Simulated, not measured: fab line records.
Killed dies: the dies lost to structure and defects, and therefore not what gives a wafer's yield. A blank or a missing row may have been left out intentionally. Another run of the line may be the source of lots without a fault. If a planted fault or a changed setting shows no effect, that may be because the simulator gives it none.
fab line records + flow rit-cmos
record
- lots=6
- wafers=18
- last-day=6
route steps=202 shown SILICIDE@163 CONTACT@168 M1@202
lots with no fault: from the same line, run without faults
start-h: hours from the record's opening day to when the first of the lot's shown wafers began + wait-h: hours elapsed since this lot's preceding step + " identical to the entry in the row above + L1.1+2: one row covering several wafers at once + - value missing, or start not given + * or withheld: withheld + < > ~ a bound
route shown NAME@n: names a module that has steps shown in the file, with the first one's number in the route + usual: the fault-free wafers' mean and standard deviation + same: alike in all rows + chamber/n: place in a boat + sites: readings site by site + _std_site: standard deviation of those values + _edge_site: inner sites' mean taken away from outer sites' mean + radius-mm: how far each site lies from the wafer's centre + mask NAME#n: copy n + behind: the tool/chamber that last shaped the wafer + hold: the reason the lot was held/the length of the hold in hours/how it ended + device: the transistor (n, p or np) that didn't switch + end of line: the same wafers' tests at the end of the route + where a step has no rows: the recipe by itself + killed: at the first sort, the dies lost to defects and structure; wafer yield is something else + map: dies across one wafer; x = killed, . = not, _ = none there
set.NAME: the setting as run; set.NAME@STEP: as run at that earlier step + model.NAME: the simulator's own value behind a step, which no gauge read
lots at selected steps of the route; one table per step, one row per wafer
services: a tool's chamber out of use, with start hour (start-h, from the record's first day; less than 0 if before it), hours out, and reason
## steps
# step RIT_SILICIDE_RS_MEAS_02
# recipe
- thk-meas-gauge=four-point-probe
- reads=Ti_of_SILICIDE_SPUTTER_01
# usual
- SILICIDE_TI_RS=50.1/0.8
| lot.wafer | tool          | chamber | start-h | wait-h | SILICIDE_TI_RS[ohm/sq] |
|-----------|---------------|---------|---------|--------|------------------------|
| L433.1    | film-metro-04 | -       | 55.65   | 0.1    | 50.7                   |
| L433.2    | "             | -       | "       | "      | 50.7                   |
| L433.6    | "             | -       | "       | "      | 52.0                   |
| L437.1    | film-metro-01 | -       | 82.32   | 0.1    | 50.4                   |
| L437.2    | "             | -       | "       | "      | 51.4                   |
| L437.5    | "             | -       | "       | "      | 51.0                   |
| L441.2    | film-metro-03 | -       | 101.31  | 0.1    | 52.1                   |
| L441.3    | "             | -       | "       | "      | 51.4                   |
| L441.5    | "             | -       | "       | "      | 52.0                   |
| L442.2    | film-metro-01 | -       | 106.19  | 0.1    | 50.2                   |
| L442.3    | "             | -       | "       | "      | 49.5                   |
| L442.4    | "             | -       | "       | "      | 49.2                   |
| L443.1    | film-metro-01 | -       | 108.60  | 0.1    | 50.5                   |
| L443.5    | "             | -       | "       | "      | 50.5                   |
| L443.6    | "             | -       | "       | "      | 49.4                   |
| L447.1    | film-metro-04 | -       | 133.16  | 0.1    | 49.9                   |
| L447.2    | "             | -       | "       | "      | 48.8                   |
| L447.5    | "             | -       | "       | "      | 49.4                   |
# step RIT_SILICIDE_THK_MEAS_03
# recipe
- thk-meas-gauge=xrf
- reads=Ti_of_SILICIDE_SPUTTER_01
# usual
- SILICIDE_TI_THK=29.1/0.4
| lot.wafer | tool          | chamber | start-h | wait-h | SILICIDE_TI_THK[nm] |
|-----------|---------------|---------|---------|--------|---------------------|
| L433.1    | film-metro-04 | -       | 55.77   | 0.1    | 28.6                |
| L433.2    | "             | -       | "       | "      | 28.7                |
| L433.6    | "             | -       | "       | "      | 28.2                |
| L437.1    | film-metro-01 | -       | 82.44   | 0.1    | 28.8                |
| L437.2    | "             | -       | "       | "      | 28.5                |
| L437.5    | "             | -       | "       | "      | 28.6                |
| L441.2    | film-metro-03 | -       | 101.42  | 0.1    | 28.4                |
| L441.3    | "             | -       | "       | "      | 28.8                |
| L441.5    | "             | -       | "       | "      | 28.5                |
| L442.2    | film-metro-01 | -       | 106.30  | 0.1    | 29.0                |
| L442.3    | "             | -       | "       | "      | 29.4                |
| L442.4    | "             | -       | "       | "      | 29.6                |
| L443.1    | film-metro-01 | -       | 108.72  | 0.1    | 28.9                |
| L443.5    | "             | -       | "       | "      | 28.9                |
| L443.6    | "             | -       | "       | "      | 29.5                |
| L447.1    | film-metro-04 | -       | 133.28  | 0.1    | 28.9                |
| L447.2    | "             | -       | "       | "      | 29.7                |
| L447.5    | "             | -       | "       | "      | 29.3                |
# step RIT_SILICIDE_RTA_04
# recipe
- temp-c=650
- time-s=10
- idle-temp-c=25
- ramp-up-s=5
- ramp-down-s=5
- cool-to-c=25
- ambient=N2
# usual
- wafer_temp_C_max=653.4/1
| lot.wafer | tool          | chamber | start-h | wait-h | wafer_temp_C_max |
|-----------|---------------|---------|---------|--------|------------------|
| L433.1    | rtp-anneal-02 | 0       | 55.83   | 0.1    | 653.0            |
| L433.2    | "             | 0       | "       | "      | 652.6            |
| L433.6    | "             | 0       | "       | "      | 652.2            |
| L437.1    | rtp-anneal-02 | 0       | 82.50   | 0.1    | 652.5            |
| L437.2    | "             | 0       | "       | "      | 653.2            |
| L437.5    | "             | 0       | "       | "      | 651.7            |
| L441.2    | rtp-anneal-02 | 0       | 101.48  | 0.1    | 652.9            |
| L441.3    | "             | 0       | "       | "      | 653.1            |
| L441.5    | "             | 0       | "       | "      | 652.6            |
| L442.2    | rtp-anneal-01 | 0       | 106.36  | 0.1    | 652.9            |
| L442.3    | "             | 0       | "       | "      | 652.8            |
| L442.4    | "             | 0       | "       | "      | 654.2            |
| L443.1    | rtp-anneal-02 | 0       | 108.78  | 0.1    | 652.8            |
| L443.5    | "             | 0       | "       | "      | 652.2            |
| L443.6    | "             | 0       | "       | "      | 652.2            |
| L447.1    | rtp-anneal-02 | 0       | 133.34  | 0.1    | 652.5            |
| L447.2    | "             | 0       | "       | "      | 653.1            |
| L447.5    | "             | 0       | "       | "      | 653.1            |
# step RIT_SILICIDE_WET_ETCH_05
# recipe
- chemistry=SPM
- target=Ti
- temp-c=90
- time-s=120
- dry=n2-spin
# step RIT_SILICIDE_RTA_06
# recipe
- temp-c=750
- time-s=10
- idle-temp-c=25
- ramp-up-s=5
- ramp-down-s=10
- cool-to-c=25
- ambient=N2
# usual
- wafer_temp_C_max=754.0/1.2
| lot.wafer | tool          | chamber | start-h | wait-h | wafer_temp_C_max |
|-----------|---------------|---------|---------|--------|------------------|
| L433.1    | rtp-anneal-01 | 0       | 55.94   | 0.0    | 754.3            |
| L433.2    | "             | 0       | "       | "      | 755.3            |
| L433.6    | "             | 0       | "       | "      | 753.7            |
| L437.1    | rtp-anneal-01 | 0       | 82.67   | 0.0    | 754.5            |
| L437.2    | "             | 0       | "       | "      | 755.6            |
| L437.5    | "             | 0       | "       | "      | 754.0            |
| L441.2    | rtp-anneal-01 | 0       | 101.59  | 0.0    | 753.9            |
| L441.3    | "             | 0       | "       | "      | 755.9            |
| L441.5    | "             | 0       | "       | "      | 754.4            |
| L442.2    | rtp-anneal-02 | 0       | 106.47  | 0.0    | 752.8            |
| L442.3    | "             | 0       | "       | "      | 753.9            |
| L442.4    | "             | 0       | "       | "      | 753.8            |
| L443.1    | rtp-anneal-01 | 0       | 108.90  | 0.0    | 754.0            |
| L443.5    | "             | 0       | "       | "      | 754.5            |
| L443.6    | "             | 0       | "       | "      | 753.8            |
| L447.1    | rtp-anneal-01 | 0       | 133.45  | 0.0    | 755.9            |
| L447.2    | "             | 0       | "       | "      | 757.2            |
| L447.5    | "             | 0       | "       | "      | 753.6            |
# step RIT_CONTACT_CVD_00
# recipe
- material=SiO2
- target-thk-nm=400
- precursor=TEOS
- temp-c=390
- time-s=61
- rf-w=400
# usual
- heater-power-w=318/64
| lot.wafer | tool     | chamber | start-h | wait-h | heater-power-w |
|-----------|----------|---------|---------|--------|----------------|
| L433.1    | pecvd-01 | 2       | 56.01   | 0.1    | 377            |
| L433.2    | "        | 0       | "       | "      | 207            |
| L433.6    | "        | 2       | "       | "      | 390            |
| L437.1    | pecvd-02 | 2       | 82.74   | 0.1    | 363            |
| L437.2    | "        | 1       | "       | "      | 380            |
| L437.5    | "        | 1       | "       | "      | 371            |
| L441.2    | pecvd-03 | 0       | 101.65  | 0.0    | 360            |
| L441.3    | "        | 1       | "       | "      | 259            |
| L441.5    | "        | 2       | "       | "      | 417            |
| L442.2    | pecvd-01 | 1       | 106.52  | 0.0    | 325            |
| L442.3    | "        | 2       | "       | "      | 374            |
| L442.4    | "        | 2       | "       | "      | 375            |
| L443.1    | pecvd-02 | 1       | 108.96  | 0.1    | 383            |
| L443.5    | "        | 0       | "       | "      | 253            |
| L443.6    | "        | 1       | "       | "      | 287            |
| L447.1    | pecvd-03 | 2       | 133.52  | 0.1    | 436            |
| L447.2    | "        | 0       | "       | "      | 311            |
| L447.5    | "        | 2       | "       | "      | 448            |
# step RIT_CONTACT_THK_MEAS_01
# recipe
- reads=SiO2_of_CONTACT_CVD_00
# usual
- CONTACT_TEOS_THK=399/5.3
| lot.wafer | tool          | chamber | start-h | wait-h | CONTACT_TEOS_THK[nm] |
|-----------|---------------|---------|---------|--------|----------------------|
| L433.1    | film-metro-04 | -       | 56.06   | 0.0    | 398                  |
| L433.2    | "             | -       | "       | "      | 398                  |
| L433.6    | "             | -       | "       | "      | 407                  |
| L437.1    | film-metro-04 | -       | 82.79   | 0.0    | 397                  |
| L437.2    | "             | -       | "       | "      | 399                  |
| L437.5    | "             | -       | "       | "      | 396                  |
| L441.2    | film-metro-04 | -       | 101.71  | 0.0    | 397                  |
| L441.3    | "             | -       | "       | "      | 398                  |
| L441.5    | "             | -       | "       | "      | 400                  |
| L442.2    | film-metro-04 | -       | 106.59  | 0.0    | 401                  |
| L442.3    | "             | -       | "       | "      | 399                  |
| L442.4    | "             | -       | "       | "      | 408                  |
| L443.1    | film-metro-02 | -       | 109.01  | 0.0    | 390                  |
| L443.5    | "             | -       | "       | "      | 400                  |
| L443.6    | "             | -       | "       | "      | 398                  |
| L447.1    | film-metro-02 | -       | 133.57  | 0.0    | 397                  |
| L447.2    | "             | -       | "       | "      | 398                  |
| L447.5    | "             | -       | "       | "      | 401                  |
# step RIT_CONTACT_HMDS_02
# recipe
- prime-time-s=60
- prime-temp-c=140
# step RIT_CONTACT_COAT_03
# recipe
- resist=NOVOLAK
- spin-rpm=3250
- resist-thk-nm=1000
# step RIT_CONTACT_SOFTBAKE_04
# recipe
- resist=NOVOLAK
- temp-c=90
- time-s=62.18
# usual
- heater-power-total-W=34.59/0.051
- plate-sensor-t-centre-C=90.970/0.01
- plate-sensor-t-edge-C=91.021/0.0093
| lot.wafer | tool           | chamber | start-h | wait-h | heater-power-total-W | plate-sensor-t-centre-C | plate-sensor-t-edge-C |
|-----------|----------------|---------|---------|--------|----------------------|-------------------------|-----------------------|
| L433.1    | litho-track-04 | 0       | 56.42   | 0.1    | 34.57                | 90.977                  | 91.035                |
| L433.2    | "              | 0       | "       | "      | 34.63                | 90.984                  | 91.014                |
| L433.6    | "              | 0       | "       | "      | 34.61                | 90.968                  | 91.014                |
| L437.1    | litho-track-04 | 0       | 83.15   | 0.1    | 34.61                | 90.973                  | 91.000                |
| L437.2    | "              | 0       | "       | "      | 34.57                | 90.982                  | 91.022                |
| L437.5    | "              | 0       | "       | "      | 34.57                | 90.986                  | 91.020                |
| L441.2    | litho-track-04 | 0       | 102.09  | 0.1    | 34.53                | 90.979                  | 91.007                |
| L441.3    | "              | 0       | "       | "      | 34.62                | 90.982                  | 91.010                |
| L441.5    | "              | 0       | "       | "      | 34.57                | 90.966                  | 91.022                |
| L442.2    | litho-track-04 | 0       | 107.00  | 0.1    | 34.60                | 90.956                  | 91.015                |
| L442.3    | "              | 0       | "       | "      | 34.59                | 90.962                  | 91.025                |
| L442.4    | "              | 0       | "       | "      | 34.63                | 90.960                  | 91.018                |
| L443.1    | litho-track-04 | 0       | 109.37  | 0.1    | 34.59                | 90.970                  | 91.026                |
| L443.5    | "              | 0       | "       | "      | 34.52                | 90.970                  | 91.028                |
| L443.6    | "              | 0       | "       | "      | 34.52                | 90.988                  | 91.042                |
| L447.1    | litho-track-04 | 0       | 133.93  | 0.1    | 34.60                | 90.977                  | 91.017                |
| L447.2    | "              | 0       | "       | "      | 34.62                | 90.980                  | 91.030                |
| L447.5    | "              | 0       | "       | "      | 34.60                | 90.968                  | 91.020                |
# step RIT_CONTACT_EXPOSE_05
# recipe
- mask-id=M11
- na=0.6
- source-shape=conventional
- sigma-outer=0.5
- target-cd-nm=1000
- dose-mj=250
# step RIT_CONTACT_PEB_06
# recipe
- resist=NOVOLAK
- temp-c=withheld
- time-s=withheld
# step RIT_CONTACT_DEVELOP_07
# recipe
- resist=NOVOLAK
- develop-time-s=120
- dev-temp-c=23
# usual
- developer-temp-C=23.01/0.097
| lot.wafer | tool           | chamber | start-h | wait-h | developer-temp-C |
|-----------|----------------|---------|---------|--------|------------------|
| L433.1    | litho-track-04 | 0       | 56      | -      | 23.23            |
| L433.2    | "              | 0       | 57      | -      | 23.06            |
| L433.6    | "              | 0       | "       | "      | 23.21            |
| L437.1    | litho-track-02 | 0       | 83      | -      | 23.00            |
| L437.2    | "              | 0       | "       | "      | 23.09            |
| L437.5    | "              | 0       | "       | "      | 23.13            |
| L441.2    | litho-track-04 | 0       | 102     | -      | 25.30            |
| L441.3    | "              | 0       | "       | "      | 25.21            |
| L441.5    | "              | 0       | "       | "      | 25.23            |
| L442.2    | litho-track-04 | 0       | 107     | -      | 25.21            |
| L442.3    | "              | 0       | "       | "      | 25.14            |
| L442.4    | "              | 0       | "       | "      | 25.47            |
| L443.1    | litho-track-03 | 0       | 109     | -      | 22.93            |
| L443.5    | "              | 0       | "       | "      | 22.88            |
| L443.6    | "              | 0       | "       | "      | 22.90            |
| L447.1    | litho-track-03 | 0       | 134     | -      | 22.97            |
| L447.2    | "              | 0       | "       | "      | 22.95            |
| L447.5    | "              | 0       | "       | "      | 22.89            |
# step RIT_CONTACT_CD_MEAS_08
# recipe
- target-cd-nm=1000
# usual
- cd-nm=1000.1/2
| lot.wafer | tool      | chamber | start-h | wait-h | cd-nm  |
|-----------|-----------|---------|---------|--------|--------|
| L433.1    | cd-sem-01 | -       | 57.21   | -      | 998.8  |
| L433.2    | "         | -       | "       | "      | 1000.5 |
| L433.6    | "         | -       | "       | "      | 1001.1 |
| L437.1    | cd-sem-02 | -       | 83.82   | -      | 1001.4 |
| L437.2    | "         | -       | "       | "      | 1002.5 |
| L437.5    | "         | -       | "       | "      | 1002.3 |
| L441.2    | cd-sem-02 | -       | 102.89  | -      | 987.9  |
| L441.3    | "         | -       | "       | "      | 987.7  |
| L441.5    | "         | -       | "       | "      | 987.8  |
| L442.2    | cd-sem-02 | -       | 107.66  | -      | 991.1  |
| L442.3    | "         | -       | "       | "      | 989.7  |
| L442.4    | "         | -       | "       | "      | 989.5  |
| L443.1    | cd-sem-02 | -       | 110.04  | -      | 1003.6 |
| L443.5    | "         | -       | "       | "      | 1002.2 |
| L443.6    | "         | -       | "       | "      | 1002.3 |
| L447.1    | cd-sem-02 | -       | 134.73  | -      | 998.2  |
| L447.2    | "         | -       | "       | "      | 1000.3 |
| L447.5    | "         | -       | "       | "      | 998.2  |
# step RIT_CONTACT_OVL_MEAS_09
# usual
- CONTACT_OVL=0.4/1.2
| lot.wafer | tool       | chamber | start-h | wait-h | CONTACT_OVL[nm] |
|-----------|------------|---------|---------|--------|-----------------|
| L433.1    | overlay-02 | -       | 57.33   | 0.1    | 0.6             |
| L433.2    | "          | -       | "       | "      | -0.5            |
| L433.6    | "          | -       | "       | "      | 1.7             |
| L437.1    | overlay-02 | -       | 83.94   | 0.1    | 0.0             |
| L437.2    | "          | -       | "       | "      | 0.1             |
| L437.5    | "          | -       | "       | "      | -0.8            |
| L441.2    | overlay-01 | -       | 103.00  | 0.1    | -0.8            |
| L441.3    | "          | -       | "       | "      | -1.8            |
| L441.5    | "          | -       | "       | "      | -1.8            |
| L442.2    | overlay-02 | -       | 107.76  | 0.1    | 1.9             |
| L442.3    | "          | -       | "       | "      | 1.8             |
| L442.4    | "          | -       | "       | "      | 2.5             |
| L443.1    | overlay-01 | -       | 110.16  | 0.1    | 1.1             |
| L443.5    | "          | -       | "       | "      | 2.4             |
| L443.6    | "          | -       | "       | "      | 2.3             |
| L447.1    | overlay-02 | -       | 134.85  | 0.1    | -0.7            |
| L447.2    | "          | -       | "       | "      | -0.7            |
| L447.5    | "          | -       | "       | "      | -0.6            |
# step RIT_CONTACT_HARDBAKE_10
# recipe
- resist=NOVOLAK
- temp-c=140
- time-s=60
# step RIT_CONTACT_ETCH_11
# recipe
- target-depth-a=4800
- over-etch-frac=0.2
- stop-on=TiSi2
- chemistry=CHF3/CF4/Ar
- target=SiO2
- CHF3_flow_sccm=50
- cf4-flow-sccm=10
- Ar_flow_sccm=100
- O2_flow_sccm=5
- pressure-mtorr=100
- rf-w=200
- time-s=320
# usual
- drypump-motor-current-A=5.6/0.49
- oes-product-au=0.986/0.015
- throttle-valve-pct=8.88/0.13
| lot.wafer | tool        | chamber | start-h | wait-h | drypump-motor-current-A | oes-product-au | rf-hours-counter-h | throttle-valve-pct | model.CONTACT.cd-nm |
|-----------|-------------|---------|---------|--------|-------------------------|----------------|--------------------|--------------------|---------------------|
| L433.1    | rie-diel-03 | 2       | 57.51   | 0.1    | 6.1                     | 0.975          | 165                | 8.54               | 999                 |
| L433.2    | "           | 1       | "       | "      | 5.1                     | 0.970          | 159                | 9.03               | 1001                |
| L433.6    | "           | 2       | "       | "      | 6.2                     | 0.981          | -                  | 8.56               | 1001                |
| L437.1    | rie-diel-03 | 3       | 84.12   | 0.1    | 4.8                     | 0.988          | 42                 | 8.98               | 1001                |
| L437.2    | "           | 0       | "       | "      | 5.9                     | 0.965          | 70                 | 8.88               | 1003                |
| L437.5    | "           | 3       | "       | "      | 4.8                     | 0.987          | -                  | 8.99               | 1002                |
| L441.2    | rie-diel-03 | 1       | 103.18  | 0.1    | 5.1                     | 0.967          | 159                | 9.00               | 987.6               |
| L441.3    | "           | 0       | "       | "      | 5.9                     | 0.968          | 71                 | 8.86               | 988.1               |
| L441.5    | "           | 0       | "       | "      | 5.9                     | 0.962          | -                  | 8.84               | 988.1               |
| L442.2    | rie-diel-04 | 1       | 107.94  | 0.1    | 5.9                     | 1.016          | 48                 | 9.06               | 990.9               |
| L442.3    | "           | 2       | "       | "      | 6.2                     | 0.978          | 24                 | 8.92               | 990                 |
| L442.4    | "           | 3       | "       | "      | 6.0                     | 0.990          | 50                 | 8.85               | 989.4               |
| L443.1    | rie-diel-03 | 1       | 110.35  | 0.1    | 5.1                     | 0.964          | 160                | 9.03               | 1004                |
| L443.5    | "           | 0       | "       | "      | 5.9                     | 0.964          | -                  | 8.84               | 1003                |
| L443.6    | "           | 3       | "       | "      | 4.8                     | 0.998          | -                  | 8.99               | 1003                |
| L447.1    | rie-diel-03 | 0       | 135.08  | 0.1    | 5.9                     | 0.960          | 72                 | 8.85               | 998.5               |
| L447.2    | "           | 3       | "       | "      | 4.8                     | 0.988          | 43                 | 8.99               | 1000                |
| L447.5    | "           | 3       | "       | "      | 4.8                     | 0.991          | -                  | 9.01               | 998                 |
# step RIT_CONTACT_STRIP_12
# recipe
- chemistry=O2
- time-s=180
- resist=NOVOLAK
- platen-temp-c=withheld
- power-w=500
- pressure-mtorr=4000
- o2-flow-sccm=4000
# usual
- drypump-motor-current-A=5.8/0.45
- o2-flow-sccm=4001/12
- rf-refl-power-W=7.4/0.86
| lot.wafer | tool            | chamber | start-h | wait-h | drypump-motor-current-A | o2-flow-sccm | rf-hours-counter-h | rf-refl-power-W |
|-----------|-----------------|---------|---------|--------|-------------------------|--------------|--------------------|-----------------|
| L433.1    | plasma-asher-01 | 0       | 57.71   | 0.1    | 5.7                     | 3998         | 40                 | 8.2             |
| L433.2    | "               | 1       | "       | "      | 5.7                     | 3998         | 40                 | 8.3             |
| L433.6    | "               | 1       | "       | "      | 5.7                     | 4005         | -                  | 8.1             |
| L437.1    | plasma-asher-02 | 0       | 84.32   | 0.1    | 5.5                     | 4023         | 31                 | 7.6             |
| L437.2    | "               | 1       | "       | "      | 6.6                     | 4016         | 31                 | 7.3             |
| L437.5    | "               | 0       | "       | "      | 5.6                     | 4012         | -                  | 8.2             |
| L441.2    | plasma-asher-02 | 0       | 103.37  | 0.1    | 5.5                     | 3996         | 33                 | 7.7             |
| L441.3    | "               | 1       | "       | "      | 6.6                     | 3994         | -                  | 7.0             |
| L441.5    | "               | 1       | "       | "      | 6.6                     | 4010         | -                  | 7.4             |
| L442.2    | plasma-asher-02 | 1       | 108.14  | 0.1    | 6.6                     | 4004         | 33                 | 7.1             |
| L442.3    | "               | 1       | "       | "      | 6.6                     | 3988         | -                  | 7.0             |
| L442.4    | "               | 0       | "       | "      | 5.6                     | 3993         | -                  | 7.9             |
| L443.1    | plasma-asher-02 | 0       | 110.54  | 0.1    | 5.6                     | 3998         | 34                 | 7.3             |
| L443.5    | "               | 0       | "       | "      | 5.6                     | 4003         | -                  | 7.6             |
| L443.6    | "               | 1       | "       | "      | 6.6                     | 3999         | -                  | 7.2             |
| L447.1    | plasma-asher-01 | 0       | 135.28  | 0.1    | 5.7                     | 3981         | 2                  | 7.7             |
| L447.2    | "               | 1       | "       | "      | 5.7                     | 3996         | 2                  | 8.6             |
| L447.5    | "               | 0       | "       | "      | 5.7                     | 3990         | -                  | 7.7             |
# step RIT_M1_PROBE_99
# usual
- killed-at-front-end=6.9/2.9
- killed-dies=7.0/2.9
- killed-open=3.4/2.1
- killed-short=3.5/1.8
# same
- gross-dies=264
- killed_at_M0_to_M3=0
- killed_at_M4_up=0
- killed-at-back-side=0
- killed-at-contacts=0
- killed-at-other=0
| lot.wafer | tool      | chamber | start-h | wait-h | killed-at-front-end | killed-dies | killed-open | killed-short | model.etest.contact-to-gate.bv-left-v | model.etest.contact-to-gate.bv-right-v |
|-----------|-----------|---------|---------|--------|---------------------|-------------|-------------|--------------|---------------------------------------|----------------------------------------|
| L433.1    | prober-02 | -       | 62.37   | 0.1    | 7                   | 7           | 3           | 4            | 93.24                                 | 89.17                                  |
| L433.2    | prober-02 | -       | 62.42   | 0.1    | 5                   | 5           | 0           | 5            | 90.92                                 | 88.44                                  |
| L433.6    | prober-02 | -       | 62.62   | 0.2    | 7                   | 7           | 5           | 2            | 94.26                                 | 93.41                                  |
| L437.1    | prober-02 | -       | 89.18   | 0.1    | 8                   | 8           | 5           | 3            | 88.95                                 | 89.34                                  |
| L437.2    | prober-02 | -       | 89.23   | 0.1    | 2                   | 2           | 1           | 1            | 89.81                                 | 91.21                                  |
| L437.5    | prober-02 | -       | 89.38   | 0.2    | 7                   | 7           | 4           | 3            | 89.94                                 | 90.39                                  |
| L441.2    | prober-02 | -       | 108.24  | 0.1    | 4                   | 4           | 1           | 3            | 94.22                                 | 93.33                                  |
| L441.3    | prober-02 | -       | 108.29  | 0.2    | 11                  | 11          | 8           | 3            | 90.06                                 | 92.99                                  |
| L441.5    | prober-02 | -       | 108.39  | 0.2    | 5                   | 5           | 1           | 4            | 93.15                                 | 93.73                                  |
| L442.2    | prober-01 | -       | 112.97  | 0.1    | 6                   | 6           | 3           | 3            | 93.98                                 | 89.52                                  |
| L442.3    | prober-01 | -       | 113.02  | 0.2    | 8                   | 8           | 7           | 1            | 91.19                                 | 91.22                                  |
| L442.4    | prober-01 | -       | 113.07  | 0.2    | 8                   | 8           | 3           | 5            | 94.59                                 | 92.91                                  |
| L443.1    | prober-02 | -       | 115.21  | 0.1    | 4                   | 4           | 1           | 3            | 88.39                                 | 90.64                                  |
| L443.5    | prober-02 | -       | 115.41  | 0.2    | 3                   | 3           | 1           | 2            | 89.18                                 | 87.75                                  |
| L443.6    | prober-02 | -       | 115.46  | 0.2    | 1                   | 1           | 0           | 1            | 90.31                                 | 90.4                                   |
| L447.1    | prober-02 | -       | 139.95  | 0.1    | 6                   | 6           | 2           | 4            | 91.53                                 | 89.61                                  |
| L447.2    | prober-02 | -       | 140.00  | 0.1    | 5                   | 5           | 2           | 3            | 90.37                                 | 92.37                                  |
| L447.5    | prober-02 | -       | 140.15  | 0.2    | 7                   | 7           | 2           | 5            | 92.93                                 | 91.8                                   |
# killed by level:class
L433.1 SILICIDE:geometric-particle:open=2 GATE:geometric-particle:short=1 GATE:geometric-particle:open=1 REOX:geometric-particle:short=1 SPACER:geometric-particle:short=1 SILICIDE:geometric-particle:short=1
L433.2 GATE:geometric-particle:short=3 REOX:geometric-particle:short=1 SPACER:geometric-particle:short=1
L433.6 REOX:geometric-particle:open=2 GATE:geometric-particle:open=1 REOX:geometric-particle:short=1 SPACER:geometric-particle:open=1 SILICIDE:geometric-particle:short=1 SILICIDE:geometric-particle:open=1
L437.1 FOX1:geometric-particle:open=3 FOX1:geometric-particle:short=2 FOX2:geometric-particle:open=1 GATE:geometric-particle:open=1 REOX:geometric-particle:short=1
L437.2 GATE:geometric-particle:open=1 GATE:geometric-particle:short=1
L437.5 GATE:geometric-particle:open=2 FOX1:geometric-particle:short=1 FOX1:geometric-particle:open=1 FOX2:geometric-particle:open=1 FOX2:geometric-particle:short=1 GATE:geometric-particle:short=1
L441.2 FOX1:geometric-particle:short=1 REOX:geometric-particle:open=1 REOX:geometric-particle:short=1 SPACER:geometric-particle:short=1
L441.3 FOX1:geometric-particle:open=2 GATE:geometric-particle:short=2 REOX:geometric-particle:open=2 SPACER:geometric-particle:open=2 FOX2:geometric-particle:open=1 GATE:geometric-particle:open=1 REOX:geometric-particle:short=1
L441.5 SILICIDE:geometric-particle:short=3 FOX2:geometric-particle:short=1 GATE:geometric-particle:open=1
L442.2 GATE:geometric-particle:short=2 FOX1:geometric-particle:open=1 FOX2:geometric-particle:open=1 GATE:geometric-particle:open=1 SILICIDE:geometric-particle:short=1
L442.3 GATE:geometric-particle:open=4 REOX:geometric-particle:open=1 SPACER:geometric-particle:open=1 SILICIDE:geometric-particle:short=1 SILICIDE:geometric-particle:open=1
L442.4 GATE:geometric-particle:short=3 GATE:geometric-particle:open=1 REOX:geometric-particle:open=1 REOX:geometric-particle:short=1 SPACER:geometric-particle:short=1 SPACER:geometric-particle:open=1
L443.1 GATE:geometric-particle:short=1 GATE:geometric-particle:open=1 REOX:geometric-particle:short=1 SPACER:geometric-particle:short=1
L443.5 REOX:geometric-particle:short=1 SPACER:geometric-particle:short=1 SILICIDE:geometric-particle:open=1
L443.6 REOX:geometric-particle:short=1
L447.1 GATE:geometric-particle:open=2 GATE:geometric-particle:short=2 SILICIDE:geometric-particle:short=2
L447.2 FOX1:geometric-particle:open=1 FOX2:geometric-particle:short=1 GATE:geometric-particle:short=1 SPACER:geometric-particle:short=1 SILICIDE:geometric-particle:open=1
L447.5 GATE:geometric-particle:short=2 GATE:geometric-particle:open=2 FOX2:geometric-particle:short=1 REOX:geometric-particle:short=1 SPACER:geometric-particle:short=1
## services
| tool            | chamber | start-h | hours | kind                   |
|-----------------|---------|---------|-------|------------------------|
| pecvd-01        | -       | 34.03   | 0.3   | repair                 |
| rie-diel-03     | -       | 34.25   | 2.8   | pm                     |
| rie-diel-04     | 3       | 43.41   | 5.9   | repair                 |
| pecvd-01        | -       | 45.28   | 9.0   | repair                 |
| pecvd-02        | -       | 56.10   | 5.5   | pm                     |
| pecvd-01        | -       | 58.40   | 2.8   | pm                     |
| rie-diel-04     | 1       | 58.61   | 5.6   | repair                 |
| rie-diel-03     | 1       | 63.76   | 17.4  | repair                 |
| pecvd-02        | -       | 74.59   | 2.8   | pm                     |
| pecvd-01        | 1       | 76.13   | 6.5   | repair                 |
| rie-diel-03     | 2       | 81.13   | -     | clean                  |
| rie-diel-03     | 2       | 81.13   | -     | consumable-replace:esc |
| rie-diel-03     | 2       | 81.13   | 30.9  | scheduled-down         |
| rie-diel-03     | 2       | 81.13   | 30.9  | vent-cycle             |
| pecvd-01        | 0       | 90.10   | 3.4   | repair                 |
| pecvd-01        | -       | 103.49  | 0.5   | repair                 |
| plasma-asher-01 | -       | 108.75  | 9.0   | pm                     |
| plasma-asher-01 | 0       | 108.75  | 9.0   | vent-cycle             |
| plasma-asher-01 | 1       | 108.75  | 9.0   | vent-cycle             |
| pecvd-02        | -       | 109.90  | 0.8   | pm                     |
| rie-diel-03     | 1       | 112.02  | -     | clean                  |
| rie-diel-03     | 1       | 112.02  | 26.6  | scheduled-down         |
| rie-diel-03     | 1       | 112.02  | 26.6  | vent-cycle             |
| pecvd-01        | -       | 129.91  | 0.5   | repair                 |
## key
first-sign
- step=RIT_CONTACT_DEVELOP_07
- reading=developer-temp-C
- direction=up
- sigmas=23
- usual=*
- struck=*
effect
- step=RIT_CONTACT_CD_MEAS_08
- reading=cd-nm
- direction=down
- sigmas=5.5
- usual=1000.1
- struck=988.9
- through=control-loop
model-effect
- step=RIT_CONTACT_ETCH_11
- value=CONTACT.cd-nm
- without=1000
- struck=989
model-effect
- step=RIT_M1_PROBE_99
- value=etest.contact-to-gate.bv-left-v
- without=90.12
- struck=92.86
met-at RIT_CONTACT_DEVELOP_07
struck-wafers L441.2,L441.3,L441.5,L442.2,L442.3,L442.4
tester-left-out L441,L442
loop-trim
- step=RIT_CONTACT_EXPOSE_05
- setting=dose
- lots=L442
onset-between 56 102
fault
- kind=process-parameter-drift
- tool=litho-track-04
- chamber=-
- onset-h=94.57
- steps=RIT_CONTACT_DEVELOP_07
- channel=dev-temp-c
- offset=*
- shape=step
- end-h=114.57
- acts-in=*
- stated=*
# tester-left-out: of these lots the tester's yield and bins aren't shown, on N5 and GAA mostly nor the transistor test; their killed dies are dies lost to structure and defects alone, not to doping, threshold or leakage, so they don't give the yield
# loop-trim: a control loop set the setting to another value than it would have without faults
